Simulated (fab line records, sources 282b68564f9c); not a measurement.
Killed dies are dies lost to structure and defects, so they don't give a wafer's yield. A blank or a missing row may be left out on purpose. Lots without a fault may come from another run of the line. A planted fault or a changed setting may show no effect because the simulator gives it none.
fab line records | flow rit_cmos
record lots=5 wafers=23
route steps=202 shown ACTIVE@8 NWELL@29 PWELL@47 WELLDRIVE@50 NRETRO@54 GATE@81 M1@202
start_h: hours from the record's first day to the start of the lot's first wafer shown | wait_h: hours since the lot's step before | " the same as in the row above | L1.1+2: a row that stands for several wafers | - no value, or no start given | * or withheld: withheld | < > ~ a bound
route shown NAME@n: a module of which the file shows steps, and the number in the route of the first | usual: mean/standard deviation of fault-free wafers | same: alike in all rows | chamber/n: place in a boat | sites: the reading at each site | _std_site: their standard deviation | _edge_site: outer sites' mean less inner sites' | radius_mm: how far each site lies from the wafer's centre | mask NAME#n: copy n | behind: the tool/chamber that last shaped the wafer | hold: why the lot was held/for how many hours/how that ended | device: the transistor (n, p or np) that didn't switch | end of line: the same wafers' tests at the end of the route | a step without rows: its recipe alone | killed: dies lost to structure and defects at the first sort, not the wafer's yield | map: a wafer's dies, x killed, . not, _ none there
set.NAME: the setting as run; set.NAME@STEP: as run at that earlier step | model.NAME: the simulator's own value behind a step, which no gauge read
lots whose settings were changed on purpose; a table a step, a row a wafer
## steps
# step RIT_ACTIVE_SOFTBAKE_07
# recipe resist=NOVOLAK temp_c=90 time_s=60
# columns lot.wafer tool chamber start_h wait_h set.time_s
L077.2+3+5 litho_track-04 0 28.91 0.1 60
L078.1+6 litho_track-02 0 35.93 0.1 60
L078.3+4+5 " 0 " " 52.69
L082.1+4+6 litho_track-01 0 54.24 0.1 60
L082.2+3 " 0 " " 56.87
L083.2+3+4+5+6 litho_track-02 0 58.91 0.1 60
L085.1+2+4+5+6 litho_track-01 0 70.33 0.1 60
# step RIT_NWELL_COAT_01
# recipe resist=NOVOLAK spin_rpm=2000 resist_thk_nm=1300
# columns lot.wafer tool chamber start_h wait_h set.spin_rpm model.NOVOLAK_of_NWELL_COAT_01.thk_nm
L077.2 litho_track-03 0 36.52 0.1 2000 1293
L077.3 " 0 " " 2000 1295
L077.5 " 0 " " 2000 1297
L078.1+3 litho_track-04 0 43.02 0.1 2000 1298
L078.4 " 0 " " 2000 1304
L078.5 " 0 " " 2000 1294
L078.6 " 0 " " 2000 1300
L082.1 litho_track-03 0 60.71 0.1 2000 1299
L082.2 " 0 " " 1882 1341
L082.3 " 0 " " 2000 1301
L082.4 " 0 " " 1882 1342
L082.6 " 0 " " 2000 1295
L083.2 litho_track-03 0 67.43 0.1 2000 1293
L083.3 " 0 " " 2139 1253
L083.4+5 " 0 " " 2139 1254
L083.6 " 0 " " 2000 1296
L085.1+4 litho_track-04 0 76.74 0.1 2000 1302
L085.2 " 0 " " 2000 1297
L085.5 " 0 " " 2000 1298
L085.6 " 0 " " 2000 1299
# step RIT_NWELL_SOFTBAKE_02
# recipe resist=NOVOLAK temp_c=90 time_s=60
# step RIT_NWELL_EXPOSE_03
# recipe mask_id=M2 na=0.57 target_cd_nm=43900 dose_mj=250
# step RIT_NWELL_DEVELOP_05
# recipe resist=NOVOLAK develop_time_s=68 dev_temp_c=23
# step RIT_NWELL_HARDBAKE_07
# recipe resist=NOVOLAK temp_c=140 time_s=120
# columns lot.wafer tool chamber start_h wait_h set.spin_rpm@NWELL_COAT_01 model.NOVOLAK_of_NWELL_COAT_01.thk_nm
L077.2 litho_track-03 0 37.30 0.1 2000 1131
L077.3 " 0 " " 2000 1132
L077.5 " 0 " " 2000 1134
L078.1+3 litho_track-01 0 43.78 0.0 2000 1136
L078.4 " 0 " " 2000 1141
L078.5 " 0 " " 2000 1132
L078.6 " 0 " " 2000 1137
L082.1 litho_track-01 0 61.48 0.0 2000 1136
L082.2 " 0 " " 1882 1172
L082.3 " 0 " " 2000 1138
L082.4 " 0 " " 1882 1173
L082.6 " 0 " " 2000 1133
L083.2 litho_track-01 0 68.42 0.1 2000 1131
L083.3+4+5 " 0 " " 2139 1097
L083.6 " 0 " " 2000 1133
L085.1+4 litho_track-03 0 77.50 0.0 2000 1139
L085.2 " 0 " " 2000 1134
L085.5 " 0 " " 2000 1135
L085.6 " 0 " " 2000 1136
# step RIT_NWELL_IMPLANT_08
# recipe species=P energy_kev=170 dose_cm2=5e+13 tilt_deg=7
# columns lot.wafer tool chamber start_h wait_h set.dose_cm2
L077.2+3+5 implanter-01 0 37.54 0.2 5e+13
L078.1+4 implanter-04 0 44.03 0.2 4.781e+13
L078.3+5+6 " 0 " " 5e+13
L082.1+2+3 implanter-03 0 61.73 0.2 5.304e+13
L082.4+6 " 0 " " 5e+13
L083.2+3 implanter-01 0 68.65 0.2 4.671e+13
L083.4+5+6 " 0 " " 5e+13
L085.1+6 implanter-03 0 77.75 0.2 4.627e+13
L085.2+4+5 " 0 " " 5e+13
# step RIT_NWELL_STRIP_09
# recipe chemistry=O2 time_s=180 resist=NOVOLAK platen_temp_c=withheld power_w=500 pressure_mtorr=4000 o2_flow_sccm=4000
# step RIT_NWELL_TW_MEAS_10
# usual NWELL_TW=2134/15
# columns lot.wafer tool chamber start_h wait_h set.dose_cm2@NWELL_IMPLANT_08 NWELL_TW
L077.2 film_metro-02 - 37.85 0.1 5e+13 2149
L077.3 " - " " 5e+13 2150
L077.5 " - " " 5e+13 2157
L078.1 film_metro-01 - 44.36 0.1 4.781e+13 2090
L078.3 " - " " 5e+13 2131
L078.4 " - " " 4.781e+13 2097
L078.5 " - " " 5e+13 2122
L078.6 " - " " 5e+13 2118
L082.1 film_metro-03 - 62.06 0.1 5.304e+13 2179
L082.2 " - " " 5.304e+13 2168
L082.3 " - " " 5.304e+13 2179
L082.4 " - " " 5e+13 2131
L082.6 " - " " 5e+13 2133
L083.2 film_metro-02 - 68.96 0.1 4.671e+13 2111
L083.3 " - " " 4.671e+13 2114
L083.4 " - " " 5e+13 2161
L083.5 " - " " 5e+13 2154
L083.6 " - " " 5e+13 2162
L085.1 film_metro-01 - 78.08 0.1 4.627e+13 2061
L085.2 " - " " 5e+13 2111
L085.4 " - " " 5e+13 2115
L085.5 " - " " 5e+13 2109
L085.6 " - " " 4.627e+13 2051
# step RIT_PWELL_IMPLANT_08
# recipe species=B energy_kev=170 dose_cm2=7e+13 tilt_deg=7
# columns lot.wafer tool chamber start_h wait_h set.energy_kev model.implant.rp_nm model.implant.drp_nm
L077.2+3+5 implanter-01 0 39.09 0.2 170 476.3 102.9
L078.1+3 implanter-01 0 45.59 0.2 170 474.4 102.9
L078.4+5+6 " 0 " " 176.1 487.5 103.9
L082.1+3 implanter-02 0 63.74 0.2 165.5 473.6 101.9
L082.2+4+6 " 0 " " 170 483.2 102.9
L083.2+5+6 implanter-01 0 70.20 0.2 170 474.2 102.9
L083.3+4 " 0 " " 164.3 462.3 101.7
L085.1+2+6 implanter-03 0 79.52 0.2 170 487.6 102.9
L085.4+5 " 0 " " 177.2 503.5 104
# step RIT_PWELL_STRIP_09
# recipe chemistry=O2 time_s=180 resist=NOVOLAK platen_temp_c=withheld power_w=500 pressure_mtorr=4000 o2_flow_sccm=4000
# step RIT_WELLDRIVE_ANNEAL_00
# recipe temp_c=1100 time_s=14700 ambient=N2
# step RIT_WELLDRIVE_RS_MEAS_01
# recipe thk_meas_gauge=four-point-probe
# usual NWELL_RS=275.5/0.91
# columns lot.wafer tool chamber start_h wait_h set.dose_cm2@NWELL_IMPLANT_08 NWELL_RS[ohm/sq]
L077.2 film_metro-01 - 44.55 0.0 5e+13 274.7
L077.3 " - " " 5e+13 274.6
L077.5 " - " " 5e+13 274.9
L078.1 film_metro-02 - 52.67 0.0 4.781e+13 285.1
L078.3 " - " " 5e+13 276.3
L078.4 " - " " 4.781e+13 285.2
L078.5 " - " " 5e+13 276.6
L078.6 " - " " 5e+13 276.9
L082.1 film_metro-02 - 69.23 0.0 5.304e+13 265.9
L082.2 " - " " 5.304e+13 264.9
L082.3 " - " " 5.304e+13 265.0
L082.4 " - " " 5e+13 275.1
L082.6 " - " " 5e+13 274.9
L083.2 film_metro-03 - 75.92 0.0 4.671e+13 286.5
L083.3 " - " " 4.671e+13 285.8
L083.4 " - " " 5e+13 275.1
L083.5 " - " " 5e+13 274.6
L083.6 " - " " 5e+13 274.2
L085.1 film_metro-01 - 86.74 0.0 4.627e+13 289.5
L085.2 " - " " 5e+13 275.6
L085.4 " - " " 5e+13 275.8
L085.5 " - " " 5e+13 276.5
L085.6 " - " " 4.627e+13 289.5
# step RIT_NRETRO_COAT_01
# recipe resist=NOVOLAK spin_rpm=2000 resist_thk_nm=1300
# columns lot.wafer tool chamber start_h wait_h set.resist_thk_nm model.NOVOLAK_of_NRETRO_COAT_01.thk_nm
L077.2 litho_track-02 0 45.04 0.1 1300 1294
L077.3 " 0 " " 1300 1299
L077.5 " 0 " " 1300 1298
L078.1 litho_track-03 0 53.06 0.1 1300 1297
L078.3 " 0 " " 1300 1300
L078.4 " 0 " " 1300 1299
L078.5+6 " 0 " " 1332 1327
L082.1+2 litho_track-02 0 69.62 0.1 1269 1269
L082.3 " 0 " " 1300 1305
L082.4 " 0 " " 1300 1303
L082.6 " 0 " " 1300 1300
L083.2 litho_track-03 0 76.33 0.1 1376 1373
L083.3 " 0 " " 1376 1371
L083.4 " 0 " " 1376 1377
L083.5 " 0 " " 1300 1297
L083.6 " 0 " " 1300 1296
L085.1 litho_track-02 0 87.13 0.1 1300 1302
L085.2+5 " 0 " " 1300 1299
L085.4 " 0 " " 1333 1331
L085.6 " 0 " " 1333 1334
# step RIT_NRETRO_SOFTBAKE_02
# recipe resist=NOVOLAK temp_c=90 time_s=60
# step RIT_NRETRO_EXPOSE_03
# recipe mask_id=M4 na=0.57 target_cd_nm=43900 dose_mj=250
# step RIT_NRETRO_DEVELOP_05
# recipe resist=NOVOLAK develop_time_s=68 dev_temp_c=23
# step RIT_NRETRO_HARDBAKE_07
# recipe resist=NOVOLAK temp_c=140 time_s=120
# columns lot.wafer tool chamber start_h wait_h set.resist_thk_nm@NRETRO_COAT_01 model.NOVOLAK_of_NRETRO_COAT_01.thk_nm
L077.2 litho_track-03 0 45.83 0.1 1300 1132
L077.3 " 0 " " 1300 1136
L077.5 " 0 " " 1300 1135
L078.1 litho_track-03 0 53.83 0.0 1300 1134
L078.3 " 0 " " 1300 1137
L078.4 " 0 " " 1300 1136
L078.5+6 " 0 " " 1332 1160
L082.1+2 litho_track-02 0 70.43 0.0 1269 1110
L082.3 " 0 " " 1300 1141
L082.4 " 0 " " 1300 1140
L082.6 " 0 " " 1300 1137
L083.2 litho_track-03 0 77.12 0.1 1376 1200
L083.3 " 0 " " 1376 1198
L083.4 " 0 " " 1376 1204
L083.5 " 0 " " 1300 1134
L083.6 " 0 " " 1300 1133
L085.1 litho_track-03 0 87.89 0.0 1300 1139
L085.2+5 " 0 " " 1300 1136
L085.4 " 0 " " 1333 1163
L085.6 " 0 " " 1333 1166
# step RIT_NRETRO_IMPLANT_08
# recipe species=P energy_kev=70 dose_cm2=1e+13 tilt_deg=7
# columns lot.wafer tool chamber start_h wait_h set.dose_cm2
L077.2+3+5 implanter-02 0 46.06 0.2 1e+13
L078.1+3+4+5+6 implanter-02 0 54.08 0.2 1e+13
L082.1+2+3+4+6 implanter-04 0 70.68 0.2 1e+13
L083.2+4+6 implanter-04 0 77.35 0.2 1e+13
L083.3+5 " 0 " " 1.069e+13
L085.1+5 implanter-02 0 88.14 0.2 1e+13
L085.2+4+6 " 0 " " 9.613e+12
# step RIT_NRETRO_STRIP_09
# recipe chemistry=O2 time_s=180 resist=NOVOLAK platen_temp_c=withheld power_w=500 pressure_mtorr=4000 o2_flow_sccm=4000
# step RIT_NRETRO_TW_MEAS_10
# usual NRETRO_TW=1047/10
# columns lot.wafer tool chamber start_h wait_h set.dose_cm2@NRETRO_IMPLANT_08 NRETRO_TW
L077.2 film_metro-04 - 46.37 0.1 1e+13 1044
L077.3 " - " " 1e+13 1046
L077.5 " - " " 1e+13 1043
L078.1 film_metro-02 - 54.40 0.1 1e+13 1054
L078.3 " - " " 1e+13 1054
L078.4 " - " " 1e+13 1055
L078.5 " - " " 1e+13 1057
L078.6 " - " " 1e+13 1054
L082.1 film_metro-04 - 71.00 0.1 1e+13 1033
L082.2 " - " " 1e+13 1031
L082.3 " - " " 1e+13 1033
L082.4 " - " " 1e+13 1030
L082.6 " - " " 1e+13 1034
L083.2 film_metro-02 - 77.66 0.1 1e+13 1058
L083.3 " - " " 1.069e+13 1083
L083.4 " - " " 1e+13 1054
L083.5 " - " " 1.069e+13 1084
L083.6 " - " " 1e+13 1059
L085.1 film_metro-03 - 88.47 0.1 1e+13 1048
L085.2 " - " " 9.613e+12 1037
L085.4 " - " " 9.613e+12 1036
L085.5 " - " " 1e+13 1043
L085.6 " - " " 9.613e+12 1035
# step RIT_GATE_OXIDATION_05
# recipe temp_c=900 ambient=O2 target_thk_a=30 ox_time_s=270
# columns lot.wafer tool chamber start_h wait_h set.temp_c model.SiO2_of_GATE_OXIDATION_05.thk_nm
L077.2 furnace-01 0 50.09 1.3 900 3.052
L077.3 " 0 " " 900 3.096
L077.5 " 0 " " 900 3.143
L078.1 - - - 0.4 900 3.073
L078.3 " - " " 900 3.034
L078.4 " - " " 900 3.068
L078.5 " - " " 900 3.023
L078.6 " - " " 900 3.038
L082.1 - - - 0.3 914.6 3.611
L082.2 " - " " 914.6 3.623
L082.3 " - " " 914.6 3.607
L082.4 " - " " 914.6 3.652
L082.6 " - " " 914.6 3.628
L083.2 - - - 0.9 874.4 2.12
L083.3 " - " " 874.4 2.17
L083.4 " - " " 874.4 2.165
L083.5 " - " " 874.4 2.164
L083.6 " - " " 874.4 2.184
L085.1 - - - 2.8 922.5 3.976
L085.2 " - " " 922.5 3.987
L085.4 " - " " 922.5 4
L085.5 " - " " 922.5 4.01
L085.6 " - " " 922.5 3.954
# step RIT_GATE_ANNEAL_06
# recipe temp_c=900 time_s=600 ambient=N2O
# step RIT_GATE_THK_MEAS_07
# recipe reads=SiO2_of_GATE_OXIDATION_05
# usual GATE_OXIDE_THK=3.02/0.056
# columns lot.wafer tool chamber start_h wait_h set.temp_c@GATE_OXIDATION_05 GATE_OXIDE_THK[nm]
L077.2 film_metro-04 - 52.74 0.0 900 3.06
L077.3 " - " " 900 3.03
L077.5 " - " " 900 3.16
L078.1 film_metro-02 - 60.55 0.0 900 3.12
L078.3 " - " " 900 3.06
L078.4 " - " " 900 3.05
L078.5 " - " " 900 3.03
L078.6 " - " " 900 3.07
L082.1 film_metro-01 - 75.82 0.0 914.6 3.62
L082.2 " - " " 914.6 3.66
L082.3 " - " " 914.6 3.61
L082.4 " - " " 914.6 3.64
L082.6 " - " " 914.6 3.63
L083.2 film_metro-01 - 83.65 0.0 874.4 2.12
L083.3 " - " " 874.4 2.20
L083.4 " - " " 874.4 2.12
L083.5 " - " " 874.4 2.17
L083.6 " - " " 874.4 2.17
L085.1 film_metro-01 - 97.14 0.0 922.5 4.05
L085.2 " - " " 922.5 3.99
L085.4 " - " " 922.5 4.02
L085.5 " - " " 922.5 4.00
L085.6 " - " " 922.5 4.01
# step RIT_GATE_CVD_08
# recipe material=poly-Si target_thk_nm=250 temp_c=610 precursor=SiH4 time_s=2220 pressure_mtorr=300 sih4_flow_sccm=100
# columns lot.wafer tool chamber start_h wait_h set.pressure_mtorr model.poly-Si_of_GATE_CVD_08.thk_nm
L077.2 lpcvd-01 1 53.88 1.1 300 251.1
L077.3 " 1 " " 300 251.3
L077.5 " 1 " " 300 252.1
L078.1 - - - 0.1 325.6 265.4
L078.3 " - " " 325.6 262.1
L078.4 " - " " 325.6 262.6
L078.5 " - " " 325.6 264.3
L078.6 " - " " 325.6 262.4
L082.1 - - - 0.1 300 249
L082.2 " - " " 300 247.9
L082.3 " - " " 300 245.9
L082.4 " - " " 300 248.5
L082.6 " - " " 300 248.4
L083.2 - - - 0.0 258.2 229.3
L083.3 " - " " 258.2 228.9
L083.4 " - " " 258.2 231.3
L083.5 " - " " 258.2 229.8
L083.6 " - " " 258.2 230.5
L085.1 - - - 0.1 271.6 235.8
L085.2 " - " " 271.6 237.6
L085.4 " - " " 271.6 237
L085.5 " - " " 271.6 235.6
L085.6 " - " " 271.6 234.9
# step RIT_GATE_THK_MEAS_09
# recipe reads=poly-Si_of_GATE_CVD_08
# usual GATE_POLY_THK=249.5/1.9
# columns lot.wafer tool chamber start_h wait_h set.pressure_mtorr@GATE_CVD_08 GATE_POLY_THK[nm]
L077.2 film_metro-01 - 55.50 0.0 300 251.1
L077.3 " - " " 300 251.4
L077.5 " - " " 300 252.1
L078.1 film_metro-01 - - - 325.6 265.2
L078.3 " - " " 325.6 262.1
L078.4 " - " " 325.6 262.7
L078.5 " - " " 325.6 264.2
L078.6 " - " " 325.6 262.4
L082.1 film_metro-01 - - - 300 249.1
L082.2 " - " " 300 248.0
L082.3 " - " " 300 245.8
L082.4 " - " " 300 248.3
L082.6 " - " " 300 248.3
L083.2 film_metro-01 - - - 258.2 229.4
L083.3 " - " " 258.2 228.9
L083.4 " - " " 258.2 231.4
L083.5 " - " " 258.2 229.8
L083.6 " - " " 258.2 230.4
L085.1 film_metro-01 - - - 271.6 235.8
L085.2 " - " " 271.6 237.4
L085.4 " - " " 271.6 236.8
L085.5 " - " " 271.6 235.7
L085.6 " - " " 271.6 234.7
# step RIT_M1_PROBE_99
# usual killed_at_contacts=0.1/0.28 killed_at_front_end=6.1/2.6 killed_dies=6.2/2.6 killed_open=3.1/1.8 killed_short=3.2/2
# same gross_dies=264 killed_at_M0_to_M3=0 killed_at_M4_up=0 killed_at_back_side=0 killed_at_other=0
# columns lot.wafer tool chamber start_h wait_h set.time_s@ACTIVE_SOFTBAKE_07 set.temp_c@GATE_OXIDATION_05 killed_at_contacts killed_at_front_end killed_dies killed_open killed_short model.etest.nmos_0p3.drive_ua_um model.etest.pmos_turned.r_on_ohm_um
L077.2 prober-01 - 78.03 0.1 60 900 0 7 7 1 6 222.7 3513
L077.3 prober-01 - 78.08 0.2 60 900 0 5 5 2 3 216.3 3516
L077.5 prober-01 - 78.18 0.2 60 900 1 5 6 4 2 212.5 3512
L078.1 prober-01 - 85.38 0.1 60 900 0 6 6 3 3 214.7 3453
L078.3 prober-01 - 85.48 0.2 52.69 900 0 4 4 3 1 215.4 3601
L078.4 prober-01 - 85.53 0.2 52.69 900 0 10 10 4 6 219.1 3566
L078.5 prober-01 - 85.58 0.2 52.69 900 0 12 12 3 9 221.1 3522
L078.6 prober-01 - 85.63 0.2 60 900 0 7 7 2 5 220.7 3523
L082.1 prober-01 - 98.32 0.1 60 914.6 0 6 6 3 3 179.7 3826
L082.2 prober-01 - 98.37 0.1 56.87 914.6 0 259 259 3 3 167.7 4787
L082.3 prober-01 - 98.42 0.2 56.87 914.6 0 253 253 5 4 169.4 4904
L082.4 prober-01 - 98.47 0.2 60 914.6 0 8 8 1 7 178.7 3715
L082.6 prober-01 - 98.57 0.2 60 914.6 1 6 7 5 2 176.8 3854
L083.2 prober-02 - 106.91 0.1 60 874.4 0 5 5 1 4 - -
L083.3 prober-02 - 106.96 0.2 60 874.4 0 9 9 4 3 - -
L083.4 prober-02 - 107.01 0.2 60 874.4 0 7 7 2 5 - -
L083.5 prober-02 - 107.06 0.2 60 874.4 0 5 5 3 2 - -
L083.6 prober-02 - 107.11 0.2 60 874.4 0 2 2 1 1 - -
L085.1 prober-02 - 121.15 0.1 60 922.5 0 5 5 1 4 160.4 3884
L085.2 prober-02 - 121.20 0.1 60 922.5 0 4 4 2 2 162.9 3854
L085.4 prober-02 - 121.30 0.2 60 922.5 1 5 6 3 3 162.1 3821
L085.5 prober-02 - 121.35 0.2 60 922.5 0 12 12 8 4 161.5 3846
L085.6 prober-02 - 121.40 0.2 60 922.5 0 6 6 3 3 163.3 3736
# killed by level:class
L077.2 SILICIDE:geometric_particle:short=3 FOX1:geometric_particle:short=1 GATE:geometric_particle:short=1 SPACER:geometric_particle:short=1 SPACER:geometric_particle:open=1
L077.3 SILICIDE:geometric_particle:short=2 GATE:geometric_particle:open=1 GATE:geometric_particle:short=1 SILICIDE:geometric_particle:open=1
L077.5 SPACER:geometric_particle:open=2 GATE:geometric_particle:open=1 GATE:geometric_particle:short=1 SILICIDE:geometric_particle:open=1 CONTACT:geometric_particle:short=1
L078.1 GATE:geometric_particle:short=3 GATE:geometric_particle:open=2 FOX1:geometric_particle:open=1
L078.3 SILICIDE:geometric_particle:open=2 GATE:geometric_particle:open=1 GATE:geometric_particle:short=1
L078.4 GATE:geometric_particle:short=6 GATE:geometric_particle:open=2 SPACER:geometric_particle:open=1 SILICIDE:geometric_particle:open=1
L078.5 GATE:geometric_particle:short=6 GATE:geometric_particle:open=3 FOX1:geometric_particle:short=1 FOX2:geometric_particle:short=1 SILICIDE:geometric_particle:short=1
L078.6 GATE:geometric_particle:short=2 SILICIDE:geometric_particle:short=2 GATE:geometric_particle:open=1 REOX:geometric_particle:short=1 REOX:geometric_particle:open=1
L082.1 GATE:geometric_particle:short=2 GATE:geometric_particle:open=1 REOX:geometric_particle:open=1 SILICIDE:geometric_particle:open=1 SILICIDE:geometric_particle:short=1
L082.2 GATE:area_expose=253 GATE:geometric_particle:short=3 GATE:geometric_particle:open=2 REOX:geometric_particle:open=1
L082.3 GATE:area_expose=244 FOX2:geometric_particle:open=2 GATE:geometric_particle:short=2 SILICIDE:geometric_particle:short=2 SILICIDE:geometric_particle:open=2 REOX:geometric_particle:open=1
L082.4 FOX1:geometric_particle:short=2 REOX:geometric_particle:short=2 SILICIDE:geometric_particle:short=2 GATE:geometric_particle:short=1 REOX:geometric_particle:open=1
L082.6 GATE:geometric_particle:open=3 SPACER:geometric_particle:open=1 SILICIDE:geometric_particle:open=1 SILICIDE:geometric_particle:short=1 CONTACT:geometric_particle:short=1
L083.2 GATE:geometric_particle:short=2 REOX:geometric_particle:short=1 SILICIDE:geometric_particle:short=1 SILICIDE:geometric_particle:open=1
L083.3 FOX1:geometric_particle:open=3 GATE:area_expose=2 FOX1:geometric_particle:short=1 GATE:geometric_particle:short=1 SPACER:geometric_particle:open=1 SILICIDE:geometric_particle:short=1
L083.4 SPACER:geometric_particle:short=3 SILICIDE:geometric_particle:short=2 FOX1:geometric_particle:open=1 SPACER:geometric_particle:open=1
L083.5 SPACER:geometric_particle:open=2 SILICIDE:geometric_particle:short=2 GATE:geometric_particle:open=1
L083.6 FOX1:geometric_particle:open=1 GATE:geometric_particle:short=1
L085.1 GATE:geometric_particle:short=3 REOX:geometric_particle:short=1 SILICIDE:geometric_particle:open=1
L085.2 GATE:geometric_particle:short=1 REOX:geometric_particle:short=1 REOX:geometric_particle:open=1 SILICIDE:geometric_particle:open=1
L085.4 GATE:geometric_particle:short=1 REOX:geometric_particle:open=1 REOX:geometric_particle:short=1 SPACER:geometric_particle:open=1 SILICIDE:geometric_particle:short=1 CONTACT:geometric_particle:open=1
L085.5 SILICIDE:geometric_particle:open=4 GATE:geometric_particle:short=3 GATE:geometric_particle:open=2 SPACER:geometric_particle:open=2 SILICIDE:geometric_particle:short=1
L085.6 REOX:geometric_particle:open=2 FOX1:geometric_particle:short=1 GATE:geometric_particle:short=1 REOX:geometric_particle:short=1 SILICIDE:geometric_particle:open=1
## key
split step=RIT_ACTIVE_SOFTBAKE_07 setting=time_s stated=60 by=wafer
response step=RIT_M1_PROBE_99 reading=model.etest.pmos_turned.r_on_ohm_um shape=bent at_lowest=3563 at_stated=3696 at_highest=3696
split step=RIT_NWELL_COAT_01 setting=spin_rpm stated=2000 by=wafer
response step=RIT_NWELL_COAT_01 reading=model.NOVOLAK_of_NWELL_COAT_01.thk_nm change=-6.46 per=1% r=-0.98
response step=RIT_NWELL_HARDBAKE_07 reading=model.NOVOLAK_of_NWELL_COAT_01.thk_nm change=-5.56 per=1% r=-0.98
split step=RIT_NWELL_IMPLANT_08 setting=dose_cm2 stated=5e+13 by=wafer
response step=RIT_NWELL_TW_MEAS_10 reading=NWELL_TW change=+7.19 per=1% r=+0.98
response step=RIT_WELLDRIVE_RS_MEAS_01 reading=NWELL_RS change=-1.76 per=1% r=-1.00
split step=RIT_PWELL_IMPLANT_08 setting=energy_kev stated=170 by=wafer
response step=RIT_PWELL_IMPLANT_08 reading=model.implant.rp_nm change=+3.66 per=1% r=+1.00
response step=RIT_PWELL_IMPLANT_08 reading=model.implant.drp_nm change=+0.303 per=1% r=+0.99
split step=RIT_NRETRO_COAT_01 setting=resist_thk_nm stated=1300 by=wafer
response step=RIT_NRETRO_COAT_01 reading=model.NOVOLAK_of_NRETRO_COAT_01.thk_nm change=+13.1 per=1% r=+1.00
response step=RIT_NRETRO_HARDBAKE_07 reading=model.NOVOLAK_of_NRETRO_COAT_01.thk_nm change=+11.3 per=1% r=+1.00
split step=RIT_NRETRO_IMPLANT_08 setting=dose_cm2 stated=1e+13 by=wafer
response step=RIT_NRETRO_TW_MEAS_10 reading=NRETRO_TW change=+3.53 per=1% r=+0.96
split step=RIT_GATE_OXIDATION_05 setting=temp_c stated=900 by=lot
response step=RIT_GATE_OXIDATION_05 reading=model.SiO2_of_GATE_OXIDATION_05.thk_nm change=+0.338 per=1% r=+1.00
response step=RIT_GATE_THK_MEAS_07 reading=GATE_OXIDE_THK change=+0.343 per=1% r=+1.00
response step=RIT_M1_PROBE_99 reading=model.etest.nmos_0p3.drive_ua_um change=-23.1 per=1% r=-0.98
split step=RIT_GATE_CVD_08 setting=pressure_mtorr stated=300 by=lot
response step=RIT_GATE_CVD_08 reading=model.poly-Si_of_GATE_CVD_08.thk_nm change=+1.47 per=1% r=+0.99
response step=RIT_GATE_THK_MEAS_09 reading=GATE_POLY_THK change=+1.47 per=1% r=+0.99
